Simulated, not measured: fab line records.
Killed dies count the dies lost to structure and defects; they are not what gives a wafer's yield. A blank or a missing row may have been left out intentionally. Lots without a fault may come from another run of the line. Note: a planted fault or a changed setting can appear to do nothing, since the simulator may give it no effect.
Split-lot study    flow rit-cmos    23 wafers read across 5 lots, on a route 202 steps long

== ON THE SPLIT ==
At RIT_CONTACT_COAT_03 (resist thk 1000 nm), the setting spin-rpm was moved away from the recipe's 3250 rpm on 10 of the 23 wafers read, by -5.1% to +5.5%. This setting was run at the recipe's value on the other wafers.

== FROM THE SPLIT TO THE READING: what the file shows between them, 3 steps ==
- RIT_CONTACT_DEVELOP_07: develop time 120 s (also split here: develop-time-s)
- RIT_CONTACT_CD_MEAS_08: target cd 1000 nm
- RIT_CONTACT_HARDBAKE_10: time 60 s

== THE READING ==
NOVOLAK_of_CONTACT_COAT_03.thk-nm (the simulator's own value, which no gauge read), in nm, at RIT_CONTACT_ETCH_11 (etches SiO2 in CHF3/CF4/Ar, stops on TiSi2, target depth 480 nm, time 320 s). There is no usual value for it anywhere in the file. Across the 13 wafers here that went through the recipe, the average is 767.6 nm and the standard deviation 2.5 nm.

wafer   tool, chamber at the split  spin-rpm as run, rpm  against the recipe  NOVOLAK_of_CONTACT_COAT_03.thk-nm, nm  against lot-mates on the recipe
L076.1  litho-track-02, 0           3428                  +5.5%               741.4                                  -26.7
L076.3  litho-track-02, 0           3250                  recipe              770.8                                  -
L076.4  litho-track-02, 0           3250                  recipe              769.1                                  -
L076.5  litho-track-02, 0           3250                  recipe              764.5                                  -
L076.6  litho-track-02, 0           3428                  +5.5%               742.4                                  -25.7
L077.1  litho-track-04, 0           3085                  -5.1%               788.4                                  +21.5
L077.2  litho-track-04, 0           3250                  recipe              765.2                                  -
L077.3  litho-track-04, 0           3250                  recipe              768.6                                  -
L077.5  litho-track-04, 0           3250                  recipe              766.8                                  -
L077.6  litho-track-04, 0           3085                  -5.1%               786.2                                  +19.3
L078.1  litho-track-04, 0           3250                  recipe              769.1                                  -
L078.2  litho-track-04, 0           3250                  recipe              766.7                                  -
L078.3  litho-track-04, 0           3250                  recipe              766.1                                  -
L082.2  litho-track-04, 0           3377                  +3.9%               747.2                                  -17.8
L082.3  litho-track-04, 0           3377                  +3.9%               745                                    -20.0
L082.4  litho-track-04, 0           3250                  recipe              764                                    -
L082.5  litho-track-04, 0           3250                  recipe              765.9                                  -
L082.6  litho-track-04, 0           3377                  +3.9%               749.5                                  -15.5
L084.1  litho-track-04, 0           3384                  +4.1%               754.6                                  -16.5
L084.3  litho-track-04, 0           3384                  +4.1%               750.3                                  -20.9
L084.4  litho-track-04, 0           3250                  recipe              772.9                                  -
L084.5  litho-track-04, 0           3384                  +4.1%               751.1                                  -20.0
L084.6  litho-track-04, 0           3250                  recipe              769.4                                  -

THE FIT
A straight line over all 23 wafers: NOVOLAK_of_CONTACT_COAT_03.thk-nm changes by -4.32 nm for each +1% of spin-rpm; r = -0.98; the points scatter about the line by 2.8 nm.
The same after taking each lot's own level away (the mean of its wafers on the recipe; 23 wafers): -4.45 nm for each +1%; r = -0.99; scatter 1.9 nm.
On that fit, the largest move of spin-rpm shifts the reading by 24 nm.
Measured against the standard deviation above, the lots' own levels, which go from 764.95 to 771.15 nm, span 2.5 times it.
So the lot-to-lot level changes the slope little: the two slopes agree.
Check: with one of the wafers moved furthest among these (+5.5%) left out of the fit, the line predicts -24.5 nm for it against its lot-mates. It came out at -26.7 nm against them.

== OTHER SPLITS ON THESE WAFERS ==
These wafers also went through other splits before the reading. Each is held against what the fit with the lots' levels taken away leaves over:
other split on the same wafers         wafers away from the commonest value  r with NOVOLAK_of_CONTACT_COAT_03.thk-nm (lot level and that fit taken away)
RIT_SILICIDE_SPUTTER_01 time-s         6                                     +0.05
RIT_CONTACT_DEVELOP_07 develop-time-s  6                                     -0.11

== THE WHOLE CHAIN: every reading that the file lists as answering this split, in the file's order ==
step                     what it does                                                                 reading                                                                             change (the file's fit)               r (the file's)
RIT_CONTACT_COAT_03      resist thk 1000 nm                                                           NOVOLAK_of_CONTACT_COAT_03.thk-nm (the simulator's own value, which no gauge read)  -5.03 nm for each +1% of the setting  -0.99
RIT_CONTACT_HARDBAKE_10  time 60 s                                                                    NOVOLAK_of_CONTACT_COAT_03.thk-nm (the simulator's own value, which no gauge read)  -4.4 nm for each +1% of the setting   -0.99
RIT_CONTACT_ETCH_11      etches SiO2 in CHF3/CF4/Ar, stops on TiSi2, target depth 480 nm, time 320 s  NOVOLAK_of_CONTACT_COAT_03.thk-nm (the simulator's own value, which no gauge read)  -4.49 nm for each +1% of the setting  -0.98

== THE FILE'S OWN FIT ==
NOVOLAK_of_CONTACT_COAT_03.thk-nm changes by -4.49 nm for each +1% of spin-rpm, r = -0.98.
